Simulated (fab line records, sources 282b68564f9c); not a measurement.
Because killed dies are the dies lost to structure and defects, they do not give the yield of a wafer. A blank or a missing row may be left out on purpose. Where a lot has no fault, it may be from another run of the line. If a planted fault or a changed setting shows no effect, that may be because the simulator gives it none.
A lot that was struck, set against a sound lot	flow rit_cmos	21 out of 202 route steps
Sound: the wafers L622.2, L622.4, L622.5. Wafers struck: L629.3, L629.5, L629.6. At the end, the cause is stated.
Order at every step that has rows: each side's tool, ch and its chambers, its first start. Under that, the readings that differ: sound wafers	struck wafers	difference of the means	sigmas: that difference in standard deviations of wafers without a fault.
alike: a reading whose means differ by less than 2 such deviations, as well as words and numbers matching on both sides. not compared: withheld readings; readings where some wafer has no value; bounds like >300 that might hide an equal value; numbers whose values overlap and for which the record gives no deviation.
A row with sigmas, a row that says differs or no value, or rows on one side alone: a step with any of these is where the two part. Numbers that have no deviation but don't overlap get no sigmas and don't part them. Lack of a reading on every wafer of one side parts them only where that side has two or more wafers.

first, 6 steps without rows for these wafers: RIT_NRETRO_HMDS_00 (prime time 60 s); RIT_NRETRO_COAT_01 (resist thk 1300 nm); RIT_NRETRO_SOFTBAKE_02 (time 60 s); RIT_NRETRO_EXPOSE_03 (exposes mask M4, target cd 43900 nm); RIT_NRETRO_PEB_04; RIT_NRETRO_DEVELOP_05 (develop time 68 s).
RIT_NRETRO_OVL_MEAS_06:
  sound on overlay-02, day 2 11:09; struck on overlay-01, day 3 21:45
  alike: NRETRO_OVL
then, 2 steps without rows for these wafers: RIT_NRETRO_HARDBAKE_07 (time 120 s); RIT_NRETRO_IMPLANT_08.
RIT_NRETRO_STRIP_09: strips in O2, time 180 s.
  sound on plasma_asher-01 ch 0,1, day 2 11:35; struck on plasma_asher-03 ch 0,1, day 3 22:14
  alike: drypump_motor_current_A
  not compared: rf_hours_counter_h
RIT_NRETRO_TW_MEAS_10:
  sound on film_metro-01, day 2 11:46; struck on film_metro-04, day 3 22:22
reading	sound	struck	difference	sigmas
NRETRO_TW	1062 1061 1060	1045 1047 1048	-14	-2
then, 1 step without rows for these wafers: RIT_PRETRO_HMDS_00 (prime time 60 s).
RIT_PRETRO_COAT_01: resist thk 1300 nm.
  sound on litho_track-01 ch 0, day 2 11:59; struck on litho_track-01 ch 0, day 3 22:37
reading	sound	struck	difference	sigmas
spin_speed_rpm (rpm)	2000.2 2000.9 1998.4	1928.9 1927.3 1927.6	-71.9	-51
model.NOVOLAK_of_PRETRO_COAT_01.thk_nm (nm)	1299 1297 1301	1332 1330 1325	+30	
  alike: dispense_pressure_kPa
then, 4 steps without rows for these wafers: RIT_PRETRO_SOFTBAKE_02 (time 60 s); RIT_PRETRO_EXPOSE_03 (exposes mask M5, target cd 43700 nm); RIT_PRETRO_PEB_04; RIT_PRETRO_DEVELOP_05 (develop time 68 s).
RIT_PRETRO_OVL_MEAS_06:
  sound on overlay-02, day 2 12:50; struck on overlay-02, day 3 23:19
  alike: PRETRO_OVL
RIT_PRETRO_HARDBAKE_07: time 120 s.
  sound on litho_track-01 ch 0, day 2 12:54; struck on litho_track-01 ch 0, day 3 23:25
reading	sound	struck	difference	sigmas
model.NOVOLAK_of_PRETRO_COAT_01.thk_nm (nm)	1136 1135 1138	1164 1163 1159	+26	
then, 2 steps without rows for these wafers: RIT_PRETRO_IMPLANT_08; RIT_M1_PROBE_99.

## WHERE THEY PART
At RIT_NRETRO_TW_MEAS_10 first; at RIT_PRETRO_COAT_01 last (within this record only). Later steps at which nothing parts them and some readings are alike: RIT_PRETRO_OVL_MEAS_06.

WHY: what had been put in by the simulator
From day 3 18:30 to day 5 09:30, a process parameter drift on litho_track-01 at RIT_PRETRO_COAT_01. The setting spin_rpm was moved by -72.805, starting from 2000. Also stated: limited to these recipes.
